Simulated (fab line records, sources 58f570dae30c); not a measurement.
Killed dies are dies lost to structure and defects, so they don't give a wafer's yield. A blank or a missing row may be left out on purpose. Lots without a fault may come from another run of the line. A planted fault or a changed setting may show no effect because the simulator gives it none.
Problem report in the 8D (eight disciplines) form, filled by code | flow berkeley_cmos170 | the parts of the form that need people (team, actions taken, sign-off) are left out

1. THE PROBLEM
run_length_s at UCB170_ZERO_SOFTBAKE_02 reads a mean of 102.48 s on 6 wafers of 2 lots; wafers without a fault read 89.19 s with a standard deviation of 0.15. That is +89 standard deviations from the usual mean.
The step: time 60 s.
First seen on wafer L350.1, day 6 02:28, on litho_track-04. The record holds 42 wafers of 14 lots with a number at this step. Rule for "out", or "out of limits": more than 4 standard deviations from the usual mean. The other wafers with a number count as sound.

2. WHAT IT IS AND WHAT IT IS NOT
question                    | is                     | is not
which readings at this step | run_length_s           | -
which lots                  | L350, L351             | L330, L333, L335, L336, L337, L338, L340, L341, L342, L343, L347, L353
which wafers of those lots  | all that have a number | -
read on which tools         | litho_track-04         | litho_track-02, litho_track-03
when                        | from day 6 02:28       | up to then (33 sound wafers); but 3 sound wafers of L353 came after

3. SUSPECTS, AND WHAT RULES EACH OUT
Counting: a tool at a process step up to the reading stays a suspect if it ran every lot that is out and no sound lot after the first of them.
- litho_track-04 at UCB170_ZERO_SOFTBAKE_02 (time 60 s): kept. It ran every lot that is out, first L350 (day 6 02:28), and no sound lot after that; its last sound lot up to then is L347 (day 5 09:50). Its own readings are out on those wafers: run_length_s.
Left after counting: litho_track-04 at UCB170_ZERO_SOFTBAKE_02.

4. THE CAUSE (what the simulator had put in)
Process parameter drift: litho_track-04, from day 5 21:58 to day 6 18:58, at UCB170_ZERO_SOFTBAKE_02. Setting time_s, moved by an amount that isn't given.
Counting left only this tool.

5. THE CHAIN OF EFFECTS, in route order
Each row: a reading whose mean over the struck wafers that have a number lies more than 3 standard deviations from the usual. Only readings for which the record gives a usual standard deviation are gone through. hours: the time from each lot's start at the first step in this table that gives one to its start at this step, as a median over the lots. sigmas: the change in usual standard deviations.
hours | step                    | reading      | usual   | on struck wafers | change | sigmas
0     | UCB170_ZERO_SOFTBAKE_02 | run_length_s | 89.19 s | 102.48           | +13.29 | +89
The process steps in it:
- UCB170_ZERO_SOFTBAKE_02: time 60 s.
Later measuring or inspecting steps at which every struck wafer that the step has a row for has a number for every such reading, and none has moved that far: UCB170_ACTIVE_OVL_MEAS_14, UCB170_FIELD_THK_MEAS_90.

6. WHAT WOULD HAVE CAUGHT IT SOONER
In this record the first reading out of limits was taken at day 6 02:28, 4 hours after the fault began at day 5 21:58.
